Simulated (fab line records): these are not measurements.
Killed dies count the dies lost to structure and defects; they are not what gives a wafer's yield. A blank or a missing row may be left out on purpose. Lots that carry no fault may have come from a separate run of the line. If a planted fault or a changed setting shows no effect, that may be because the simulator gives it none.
The tool behind it: which one? + flow ritCmos + 14 lots, 42 wafers sampled, at 6 steps of a route of 202

WHAT THE GAUGES SHOWED, per wafer
RIT_ACTIVE_BOW_MEAS_00. Usual: INCOMING_BOW typically reads 0 um, with standard deviation 6.2.
| lot  | measured    | on           | INCOMING_BOW (um) | flag |
|------|-------------|--------------|-------------------|------|
| L851 | day 1 10:01 | filmMetro-04 | 5 2 -6            |      |
| L854 | day 2 01:00 | filmMetro-02 | 5 4 -2            |      |
| L855 | day 2 06:00 | filmMetro-04 | -4 -3 11          |      |
| L856 | day 2 11:02 | filmMetro-04 | -9 5 4            |      |
| L857 | day 2 16:01 | filmMetro-04 | 4 -1 2            |      |
| L864 | day 4 03:00 | filmMetro-03 | 0 -1 -7           |      |
| L865 | day 4 08:00 | filmMetro-03 | -1 -1 -2          |      |
| L866 | day 4 13:01 | filmMetro-04 | 0 -5 6            |      |
| L868 | day 4 23:00 | filmMetro-04 | -7 16 -10         |      |
| L870 | day 5 09:01 | filmMetro-02 | -2 3 2            |      |
| L871 | day 5 14:01 | filmMetro-02 | 0 -4 4            |      |
| L872 | day 5 19:00 | filmMetro-03 | 2 4 4             |      |
| L873 | day 6 00:01 | filmMetro-03 | -8 -3 5           |      |
| L874 | day 6 05:02 | filmMetro-04 | 7 -9 5            |      |

RIT_ACTIVE_THK_MEAS_04. Usual: ACTIVE_NITRIDE_THK typically reads 149.8 nm, with standard deviation 1.2.
| lot  | measured    | on           | ACTIVE_NITRIDE_THK (nm) | flag |
|------|-------------|--------------|-------------------------|------|
| L851 | day 1 13:32 | filmMetro-02 | 148.0 146.9 147.6       |      |
| L854 | day 2 04:32 | filmMetro-04 | 148.5 149.7 148.3       |      |
| L855 | day 2 09:32 | filmMetro-03 | 149.1 148.2 148.0       |      |
| L856 | day 2 14:33 | filmMetro-03 | 120.6 122.2 120.7       | OFF  |
| L857 | day 2 19:32 | filmMetro-03 | 122.1 123.9 122.7       | OFF  |
| L864 | day 4 07:15 | filmMetro-03 | 150.3 148.1 147.4       |      |
| L865 | day 4 12:14 | filmMetro-02 | 149.6 149.8 149.8       |      |
| L866 | day 4 17:15 | filmMetro-04 | 150.6 151.6 150.7       |      |
| L868 | day 5 03:31 | filmMetro-04 | 152.1 150.0 149.5       |      |
| L870 | day 5 13:03 | filmMetro-04 | 148.9 149.2 149.6       |      |
| L871 | day 5 17:40 | filmMetro-04 | 150.1 149.3 148.2       |      |
| L872 | day 5 22:41 | filmMetro-02 | 150.4 148.5 149.2       |      |
| L873 | day 6 03:32 | filmMetro-03 | 149.9 150.1 151.0       |      |
| L874 | day 6 08:33 | filmMetro-03 | 149.4 150.1 149.1       |      |

RIT_CONTACT_CD_MEAS_08: the cd target is 1000 nm. Usual: 999.8 nm for cdNm, sd 2.2.
| lot  | measured    | on       | cdNm (nm)            | flag |
|------|-------------|----------|----------------------|------|
| L851 | day 3 06:53 | cdSem-02 | 1001.5 999.8 1001.7  |      |
| L854 | day 3 19:41 | cdSem-02 | 1000.7 1000.0 1001.3 |      |
| L855 | day 4 08:47 | cdSem-02 | 996.3 994.7 998.1    |      |
| L856 | day 4 09:16 | cdSem-02 | 1001.5 1001.8 998.4  |      |
| L857 | day 4 11:12 | cdSem-02 | 998.2 1001.0 999.3   |      |
| L864 | day 5 21:01 | cdSem-02 | 1003.1 1001.3 1002.3 |      |
| L865 | day 6 03:01 | cdSem-02 | 997.5 997.4 998.8    |      |
| L866 | day 6 09:45 | cdSem-02 | 997.5 997.5 997.0    |      |
| L868 | day 6 17:20 | cdSem-02 | 997.4 999.6 999.5    |      |
| L870 | day 7 05:25 | cdSem-01 | 998.0 998.3 996.9    |      |
| L871 | day 7 09:23 | cdSem-02 | 1002.2 1004.3 1001.6 |      |
| L872 | day 7 14:20 | cdSem-01 | 997.8 997.9 998.5    |      |
| L873 | day 7 19:52 | cdSem-01 | 999.6 997.6 998.4    |      |
| L874 | day 7 23:50 | cdSem-01 | 1004.8 1000.6 1005.5 |      |

WHICH TOOL RAN EACH LOT (tool, then ch and the chambers of the sampled wafers, then the start)
| lot  | RIT_ACTIVE_CVD_03          | RIT_ACTIVE_ETCH_13               | RIT_PLDD_STRIP_09                  |
|------|----------------------------|----------------------------------|------------------------------------|
| L851 | lpcvd-02 ch 0, day 1 12:07 | rieDiel-01 ch 0,2, day 1 14:43   | plasmaAsher-04 ch 1, day 2 22:17   |
| L854 | lpcvd-02 ch 0, day 2 03:07 | rieDiel-02 ch 0,2,3, day 2 05:51 | plasmaAsher-04 ch 0,1, day 3 10:53 |
| L855 | lpcvd-01 ch 1, day 2 08:07 | rieDiel-01 ch 1,3, day 2 10:50   | plasmaAsher-03 ch 0,1, day 4 00:11 |
| L856 | lpcvd-02 ch 1, day 2 13:07 | rieDiel-03 ch 1,2, day 2 15:43   | plasmaAsher-04 ch 0,1, day 4 00:20 |
| L857 | lpcvd-02 ch 1, day 2 18:07 | rieDiel-02 ch 1,3, day 2 20:53   | plasmaAsher-03 ch 0,1, day 4 01:31 |
| L864 | lpcvd-01 ch 1, day 4 05:08 | rieDiel-02 ch 0,1,2, day 4 08:47 | plasmaAsher-04 ch 0,1, day 5 12:40 |
| L865 | lpcvd-01 ch 0, day 4 10:07 | rieDiel-02 ch 0,2, day 4 13:32   | plasmaAsher-04 ch 0,1, day 5 18:46 |
| L866 | lpcvd-01 ch 1, day 4 15:07 | rieDiel-03 ch 0,2,3, day 4 18:25 | plasmaAsher-04 ch 0,1, day 6 01:25 |
| L868 | lpcvd-01 ch 0, day 5 02:05 | rieDiel-03 ch 1,2, day 5 04:49   | plasmaAsher-02 ch 0,1, day 6 09:05 |
| L870 | lpcvd-01 ch 1, day 5 11:37 | rieDiel-03 ch 0,1,2, day 5 14:13 | plasmaAsher-03 ch 1, day 6 20:58   |
| L871 | lpcvd-01 ch 1, day 5 16:15 | rieDiel-02 ch 0,2,3, day 5 18:55 | plasmaAsher-02 ch 0, day 7 00:44   |
| L872 | lpcvd-02 ch 1, day 5 21:16 | rieDiel-01 ch 0,1,3, day 6 00:05 | plasmaAsher-04 ch 0,1, day 7 05:10 |
| L873 | lpcvd-01 ch 1, day 6 02:07 | rieDiel-03 ch 1,2, day 6 04:56   | plasmaAsher-04 ch 0,1, day 7 10:35 |
| L874 | lpcvd-01 ch 1, day 6 07:07 | rieDiel-02 ch 0,2,3, day 6 09:51 | plasmaAsher-03 ch 0,1, day 7 15:31 |
- RIT_ACTIVE_CVD_03: deposits Si3N4 from SiH2Cl2/NH3, target thk 150 nm, time 1500 s.
- RIT_ACTIVE_ETCH_13: etches Si3N4 in SF6, stops on SiO2, time 210 s, target depth 210 nm.
- RIT_PLDD_STRIP_09: strips in O2, time 180 s.

AS READ BY THE TOOLS THEMSELVES (means over the sampled wafers that have a number; for cases with no such wafer, the mark the record gives instead)
RIT_ACTIVE_CVD_03. Usual: pressureMtorr 300.0 mTorr, standard deviation 0.55; spikeTcSourceC 832.0 C, standard deviation 1.5.
| lot  | tool     | pressureMtorr (mTorr) | spikeTcSourceC (C) | flag |
|------|----------|-----------------------|--------------------|------|
| L851 | lpcvd-02 | 299.6                 | 833.6              |      |
| L854 | lpcvd-02 | 299.9                 | 832.8              |      |
| L855 | lpcvd-01 | 300.2                 | 830.5              |      |
| L856 | lpcvd-02 | 150.1                 | 831.1              | OFF  |
| L857 | lpcvd-02 | 149.4                 | 830.4              | OFF  |
| L864 | lpcvd-01 | 300.0                 | 831.1              |      |
| L865 | lpcvd-01 | 299.7                 | 832.6              |      |
| L866 | lpcvd-01 | 300.5                 | 831.5              |      |
| L868 | lpcvd-01 | 299.8                 | 830.9              |      |
| L870 | lpcvd-01 | 300.0                 | 831.5              |      |
| L871 | lpcvd-01 | 299.2                 | 831.2              |      |
| L872 | lpcvd-02 | 299.9                 | 830.3              |      |
| L873 | lpcvd-01 | 299.5                 | 830.6              |      |
| L874 | lpcvd-01 | 300.3                 | 831.5              |      |

RIT_ACTIVE_ETCH_13. Usual: chamberPressureMTorr 260.00 mTorr, standard deviation 0.27; drypumpMotorCurrentA 5.4 A, standard deviation 0.41; oesProductAu 0.817 a.u., standard deviation 0.011; rfFwdPowerW 124.5 W, standard deviation 0.38; throttleValvePct 7.53 %, standard deviation 0.11.
| lot  | tool       | chamberPressureMTorr (mTorr) | drypumpMotorCurrentA (A) | oesProductAu (a.u.) | rfFwdPowerW (W) | throttleValvePct (%) | flag |
|------|------------|------------------------------|--------------------------|---------------------|-----------------|----------------------|------|
| L851 | rieDiel-01 | 260.21                       | 5.6                      | 0.810               | 124.7           | 7.56                 |      |
| L854 | rieDiel-02 | 260.00                       | 5.3                      | 0.821               | 124.3           | 7.58                 |      |
| L855 | rieDiel-01 | 259.86                       | 5.7                      | 0.805               | 124.5           | 7.59                 |      |
| L856 | rieDiel-03 | 259.81                       | 5.2                      | 0.734               | 124.5           | 7.45                 | OFF  |
| L857 | rieDiel-02 | 260.15                       | 5.1                      | 0.735               | 124.8           | 7.55                 | OFF  |
| L864 | rieDiel-02 | 259.93                       | 5.1                      | 0.820               | 124.9           | 7.47                 |      |
| L865 | rieDiel-02 | 260.29                       | 5.3                      | 0.832               | 124.5           | 7.54                 |      |
| L866 | rieDiel-03 | 259.76                       | 5.5                      | 0.811               | 124.3           | 7.56                 |      |
| L868 | rieDiel-03 | 260.25                       | 5.2                      | 0.819               | 124.5           | 7.45                 |      |
| L870 | rieDiel-03 | 259.87                       | 5.2                      | 0.815               | 124.5           | 7.47                 |      |
| L871 | rieDiel-02 | 260.01                       | 5.3                      | 0.819               | 124.4           | 7.58                 |      |
| L872 | rieDiel-01 | 260.10                       | 5.7                      | 0.811               | 124.7           | 7.49                 |      |
| L873 | rieDiel-03 | 260.25                       | 5.2                      | 0.819               | 124.6           | 7.45                 |      |
| L874 | rieDiel-02 | 260.09                       | 5.3                      | 0.821               | 124.9           | 7.58                 |      |

RIT_PLDD_STRIP_09. Usual: chamberPressureMTorr 4000 mTorr, standard deviation 3.8; drypumpMotorCurrentA 5.6 A, standard deviation 0.36.
| lot  | tool           | chamberPressureMTorr (mTorr) | drypumpMotorCurrentA (A) | flag |
|------|----------------|------------------------------|--------------------------|------|
| L851 | plasmaAsher-04 | 4000                         | 5.3                      |      |
| L854 | plasmaAsher-04 | 3999                         | 5.8                      |      |
| L855 | plasmaAsher-03 | 4002                         | 5.5                      |      |
| L856 | plasmaAsher-04 | 4001                         | 5.8                      |      |
| L857 | plasmaAsher-03 | 4001                         | 5.5                      |      |
| L864 | plasmaAsher-04 | 3998                         | 5.8                      |      |
| L865 | plasmaAsher-04 | 3999                         | 5.8                      |      |
| L866 | plasmaAsher-04 | 4003                         | 5.6                      |      |
| L868 | plasmaAsher-02 | 3999                         | 5.3                      |      |
| L870 | plasmaAsher-03 | 4003                         | 5.5                      |      |
| L871 | plasmaAsher-02 | 4001                         | 6.2                      |      |
| L872 | plasmaAsher-04 | 3998                         | 5.8                      |      |
| L873 | plasmaAsher-04 | 4001                         | 5.5                      |      |
| L874 | plasmaAsher-03 | 3996                         | 5.5                      |      |

THE ANSWER, worked out from the rows above alone
Rule: a lot counts as off when the mean over its wafers that have a number is more than 3 standard deviations away from the usual mean. Also off: a lot with no number at a reading for which 4 or more lots have one. All remaining lots with rows at the step are treated as sound. The gauges are gone through in route order, then the tools' own readings, and for those a lot's mean is taken as printed above. The first step at which some lot is off is used, and at that step the reading that is off furthest; a lot without a number counts as furthest.
Off: at RIT_ACTIVE_THK_MEAS_04 (ACTIVE_NITRIDE_THK), L856, L857.
If a tool, at a process step before that reading, ran all the lots that are off and no sound lot after the first of them, it fits. Not tried: the gauges at RIT_ACTIVE_THK_MEAS_04; whatever is off there is also off at RIT_ACTIVE_CVD_03, on other tools, and gauge error can't account for it. Of those tried, none fits.

WHAT WAS PUT IN BY THE SIMULATOR
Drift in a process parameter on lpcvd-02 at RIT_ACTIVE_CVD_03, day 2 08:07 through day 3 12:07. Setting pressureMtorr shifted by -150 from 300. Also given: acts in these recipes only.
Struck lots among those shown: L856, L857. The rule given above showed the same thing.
